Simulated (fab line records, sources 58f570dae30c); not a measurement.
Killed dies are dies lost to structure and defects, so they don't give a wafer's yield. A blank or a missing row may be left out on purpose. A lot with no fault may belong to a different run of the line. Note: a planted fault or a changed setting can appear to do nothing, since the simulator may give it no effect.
The tool behind it: which one? :: flow berkeleyCmos170 :: route of 331 steps, sampled at 1 step: 14 lots, 42 wafers

WHAT THE GAUGES SHOWED, per wafer
No reading from a measuring or inspecting step in the record can be judged against a usual standard deviation.

EACH LOT AND THE TOOL THAT RAN IT (in order: tool; ch and the chambers of the sampled wafers; start)
lot: L614
UCB170_NSD_SOFTBAKE_02: lithoTrack-04 ch 0, day 7 03:02

lot: L613
UCB170_NSD_SOFTBAKE_02: lithoTrack-01 ch 0, day 7 03:13

lot: L612
UCB170_NSD_SOFTBAKE_02: lithoTrack-03 ch 0, day 7 03:25

lot: L615
UCB170_NSD_SOFTBAKE_02: lithoTrack-03 ch 0, day 7 06:38

lot: L616
UCB170_NSD_SOFTBAKE_02: lithoTrack-01 ch 0, day 7 18:47

lot: L617
UCB170_NSD_SOFTBAKE_02: lithoTrack-04 ch 0, day 7 18:47

lot: L621
UCB170_NSD_SOFTBAKE_02: lithoTrack-03 ch 0, day 8 19:31

lot: L622
UCB170_NSD_SOFTBAKE_02: lithoTrack-03 ch 0, day 8 19:56

lot: L625
UCB170_NSD_SOFTBAKE_02: lithoTrack-04 ch 0, day 9 12:25

lot: L629
UCB170_NSD_SOFTBAKE_02: lithoTrack-04 ch 0, day 9 22:51

lot: L631
UCB170_NSD_SOFTBAKE_02: lithoTrack-04 ch 0, day 10 02:53

lot: L630
UCB170_NSD_SOFTBAKE_02: lithoTrack-01 ch 0, day 10 05:55

lot: L633
UCB170_NSD_SOFTBAKE_02: lithoTrack-04 ch 0, day 10 22:52

lot: L634
UCB170_NSD_SOFTBAKE_02: lithoTrack-04 ch 0, day 11 05:10
- UCB170_NSD_SOFTBAKE_02: time 60 s.

AS READ BY THE TOOLS THEMSELVES (means over the sampled wafers that have a number; for cases with no such wafer, the mark the record gives instead)
UCB170_NSD_SOFTBAKE_02. Usual: chillPlateTempC 23.03 C, standard deviation 0.11; runLengthS 89.27 s, standard deviation 0.18.
lot: L614
tool: lithoTrack-04
chillPlateTempC (C): 22.99
runLengthS (s): 89.28
flag: 

lot: L613
tool: lithoTrack-01
chillPlateTempC (C): 23.01
runLengthS (s): 89.18
flag: 

lot: L612
tool: lithoTrack-03
chillPlateTempC (C): 23.07
runLengthS (s): 89.38
flag: 

lot: L615
tool: lithoTrack-03
chillPlateTempC (C): 22.92
runLengthS (s): 89.52
flag: 

lot: L616
tool: lithoTrack-01
chillPlateTempC (C): 22.97
runLengthS (s): 89.17
flag: 

lot: L617
tool: lithoTrack-04
chillPlateTempC (C): 22.97
runLengthS (s): 89.23
flag: 

lot: L621
tool: lithoTrack-03
chillPlateTempC (C): 23.14
runLengthS (s): 91.40
flag: OFF

lot: L622
tool: lithoTrack-03
chillPlateTempC (C): 23.06
runLengthS (s): 91.29
flag: OFF

lot: L625
tool: lithoTrack-04
chillPlateTempC (C): 22.93
runLengthS (s): 89.22
flag: 

lot: L629
tool: lithoTrack-04
chillPlateTempC (C): 23.20
runLengthS (s): 89.17
flag: 

lot: L631
tool: lithoTrack-04
chillPlateTempC (C): 23.21
runLengthS (s): 89.11
flag: 

lot: L630
tool: lithoTrack-01
chillPlateTempC (C): 23.05
runLengthS (s): 89.15
flag: 

lot: L633
tool: lithoTrack-04
chillPlateTempC (C): 22.99
runLengthS (s): 89.06
flag: 

lot: L634
tool: lithoTrack-04
chillPlateTempC (C): 23.08
runLengthS (s): 89.18
flag: 

THE ANSWER, worked out from the rows above alone
Rule: take the mean of a lot's wafers that have a number; if it is more than 3 standard deviations from the usual mean, the lot is off. Also off: a lot with no number at a reading for which 4 or more lots have one. All remaining lots with rows at the step are treated as sound. The gauges are gone through in route order, then the tools' own readings, and for those a lot's mean is taken as printed above. The first step at which some lot is off is used, and at that step the reading that is off furthest; a lot without a number counts as furthest.
Off, at UCB170_NSD_SOFTBAKE_02 on runLengthS: L621, L622.
A tool fits if, at that step or a process step before it, it ran every lot that is off, and no sound lot after the first of them. One fits: lithoTrack-03 at UCB170_NSD_SOFTBAKE_02. A fault onset in the window from L615 (day 7 06:38, its last sound lot) to L621 (day 8 19:31, its first lot off) fits.
On the lots that are off, the tool's own readings at UCB170_NSD_SOFTBAKE_02 differ by more than 5 times the standard deviation of the sound lots' means, which bears it out; runLengthS reads 91.34 s there versus 89.22 s on the sound lots.

WHAT WAS PUT IN BY THE SIMULATOR
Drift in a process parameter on lithoTrack-03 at UCB170_NSD_SOFTBAKE_02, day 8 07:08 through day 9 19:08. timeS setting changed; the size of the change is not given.
Shown lots that were struck: L621, L622. The rule given above showed the same thing.
